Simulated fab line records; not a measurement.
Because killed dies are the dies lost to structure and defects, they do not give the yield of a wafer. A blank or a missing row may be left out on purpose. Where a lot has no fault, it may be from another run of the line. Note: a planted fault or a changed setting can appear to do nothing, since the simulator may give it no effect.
Split-lot study / flow rit_cmos / route with 202 steps; 5 lots, 13 wafers read

## THE SPLIT
At RIT_GATE_DEVELOP_15 (develop time 50 s), the setting develop_time_s was moved away from the recipe's 50 s on 5 of the 13 wafers read, by -55.6% to +20.3%. All remaining wafers had this setting at the recipe value.

## FROM THE SPLIT TO THE READING: what the file shows between them, 9 steps
- RIT_SPACER_ETCHBACK_05: etches Si3N4 in SF6/CHF3, stops on SiO2, target depth 250 nm, time 240 s (also split here: target_depth_a)
- RIT_CONTACT_DEVELOP_07: develop time 120 s (also split here: develop_time_s)
- RIT_CONTACT_CD_MEAS_08: target cd 1000 nm
- RIT_CONTACT_ETCH_11: etches SiO2 in CHF3/CF4/Ar, stops on TiSi2, target depth 480 nm, time 320 s (also split here: time_s)
- RIT_CONTACT_STRIP_12: strips in O2, time 180 s
- RIT_CONTACT_CD_MEAS_90: target cd 1000 nm
- RIT_CONTACT_CLEAN_13: cleans in SC1, time 600 s
- RIT_CONTACT_CLEAN_14: cleans in SC2, time 600 s
- RIT_M1_ANNEAL_15: time 1800 s

## THE READING
etest.nmos_0p15.drive_ua_um (the simulator's own value, which no gauge read), at RIT_M1_PROBE_99. No usual value for it is given in the file. Here, 8 wafers ran the recipe; their average is 456.3 with a standard deviation of 10.

wafer=L075.1; tool, chamber at the split=litho_track-01, 0; develop_time_s as run, s=50; against the recipe=recipe; etest.nmos_0p15.drive_ua_um=452.6; against lot-mates on the recipe=-
wafer=L075.2; tool, chamber at the split=litho_track-01, 0; develop_time_s as run, s=50; against the recipe=recipe; etest.nmos_0p15.drive_ua_um=460.1; against lot-mates on the recipe=-
wafer=L075.5; tool, chamber at the split=litho_track-01, 0; develop_time_s as run, s=50; against the recipe=recipe; etest.nmos_0p15.drive_ua_um=453.1; against lot-mates on the recipe=-
wafer=L076.1; tool, chamber at the split=litho_track-01, 0; develop_time_s as run, s=50; against the recipe=recipe; etest.nmos_0p15.drive_ua_um=477.6; against lot-mates on the recipe=-
wafer=L076.2; tool, chamber at the split=litho_track-01, 0; develop_time_s as run, s=22.2; against the recipe=-55.6%; etest.nmos_0p15.drive_ua_um=214.2; against lot-mates on the recipe=-263.4
wafer=L076.4; tool, chamber at the split=litho_track-01, 0; develop_time_s as run, s=22.2; against the recipe=-55.6%; etest.nmos_0p15.drive_ua_um=218.1; against lot-mates on the recipe=-259.5
wafer=L079.6; tool, chamber at the split=litho_track-04, 0; develop_time_s as run, s=50; against the recipe=recipe; etest.nmos_0p15.drive_ua_um=462.5; against lot-mates on the recipe=-
wafer=L081.1; tool, chamber at the split=litho_track-02, 0; develop_time_s as run, s=50; against the recipe=recipe; etest.nmos_0p15.drive_ua_um=445.4; against lot-mates on the recipe=-
wafer=L081.3; tool, chamber at the split=litho_track-02, 0; develop_time_s as run, s=50; against the recipe=recipe; etest.nmos_0p15.drive_ua_um=456.5; against lot-mates on the recipe=-
wafer=L081.6; tool, chamber at the split=litho_track-02, 0; develop_time_s as run, s=26.64; against the recipe=-46.7%; etest.nmos_0p15.drive_ua_um=238.2; against lot-mates on the recipe=-212.8
wafer=L085.1; tool, chamber at the split=litho_track-04, 0; develop_time_s as run, s=60.15; against the recipe=+20.3%; etest.nmos_0p15.drive_ua_um=600.7; against lot-mates on the recipe=+157.8
wafer=L085.2; tool, chamber at the split=litho_track-04, 0; develop_time_s as run, s=60.15; against the recipe=+20.3%; etest.nmos_0p15.drive_ua_um=608.9; against lot-mates on the recipe=+166.0
wafer=L085.4; tool, chamber at the split=litho_track-04, 0; develop_time_s as run, s=50; against the recipe=recipe; etest.nmos_0p15.drive_ua_um=442.9; against lot-mates on the recipe=-

FIT RESULTS
A straight line over all 13 wafers: etest.nmos_0p15.drive_ua_um changes by +4.83 for each +1% of develop_time_s; r = +0.99; the points scatter about the line by 22.
The same after taking each lot's own level away (the mean of its wafers on the recipe; 13 wafers): +5.15 for each +1%; r = +0.99; scatter 23.
According to that fit, moving develop_time_s by its largest amount changes the reading by 2.9e+02.
The lots' own levels span 442.90 to 477.60, that is 3.4 times the standard deviation above.
The two slopes are in agreement: the lot-to-lot level therefore moves the slope only a little.
Check: for one of the wafers moved furthest among these (-55.6%), held out of the fit, the line's prediction against its lot-mates is -276. It came out at -263 against them.

## FURTHER SPLITS ON THESE WAFERS
Before the reading, these wafers also passed through other splits. Each is held against what the fit with the lots' levels taken away leaves over:
other split on the same wafers=RIT_ACTIVE_CVD_03 time_s; wafers away from the commonest value=7; r with etest.nmos_0p15.drive_ua_um (lot level and that fit taken away)=-0.37
other split on the same wafers=RIT_ACTIVE_DEVELOP_10 develop_time_s; wafers away from the commonest value=4; r with etest.nmos_0p15.drive_ua_um (lot level and that fit taken away)=-0.72
other split on the same wafers=RIT_SPACER_ETCHBACK_05 target_depth_a; wafers away from the commonest value=0; r with etest.nmos_0p15.drive_ua_um (lot level and that fit taken away)=-
other split on the same wafers=RIT_CONTACT_DEVELOP_07 develop_time_s; wafers away from the commonest value=5; r with etest.nmos_0p15.drive_ua_um (lot level and that fit taken away)=+0.04
other split on the same wafers=RIT_CONTACT_ETCH_11 time_s; wafers away from the commonest value=0; r with etest.nmos_0p15.drive_ua_um (lot level and that fit taken away)=-

## THE WHOLE CHAIN: every reading that the file lists as answering this split, in the file's order
step=RIT_M1_PROBE_99; what it does=; reading=etest.pmos_0p15.r_on_ohm_um (the simulator's own value, which no gauge read); change (the file's fit)=-60.1 for each +1% of the setting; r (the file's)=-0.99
step=RIT_M1_PROBE_99; what it does=; reading=etest.pmos_0p3.r_on_ohm_um (the simulator's own value, which no gauge read); change (the file's fit)=-54.1 for each +1% of the setting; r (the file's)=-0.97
step=RIT_M1_PROBE_99; what it does=; reading=etest.pmos_turned.r_on_ohm_um (the simulator's own value, which no gauge read); change (the file's fit)=-53.5 for each +1% of the setting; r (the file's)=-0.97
step=RIT_M1_PROBE_99; what it does=; reading=etest.nmos_0p15.r_on_ohm_um (the simulator's own value, which no gauge read); change (the file's fit)=-18.5 for each +1% of the setting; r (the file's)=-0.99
step=RIT_M1_PROBE_99; what it does=; reading=etest.nmos_0p3.r_on_ohm_um (the simulator's own value, which no gauge read); change (the file's fit)=-16.6 for each +1% of the setting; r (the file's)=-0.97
step=RIT_M1_PROBE_99; what it does=; reading=etest.npoly_line.line_ohm_um (the simulator's own value, which no gauge read); change (the file's fit)=not straight: 59.03 at the lowest setting, 165.4 at the recipe, 489 at the highest; r (the file's)=not given
step=RIT_M1_PROBE_99; what it does=; reading=etest.ppoly_line.line_ohm_um (the simulator's own value, which no gauge read); change (the file's fit)=not straight: 57.03 at the lowest setting, 159 at the recipe, 450 at the highest; r (the file's)=not given
step=RIT_M1_PROBE_99; what it does=; reading=etest.nmos_0p15.drive_ua_um (the simulator's own value, which no gauge read); change (the file's fit)=+4.88 for each +1% of the setting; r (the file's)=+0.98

## THE FILE'S OWN FIT
etest.nmos_0p15.drive_ua_um changes by +4.88 for each +1% of develop_time_s, r = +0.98.
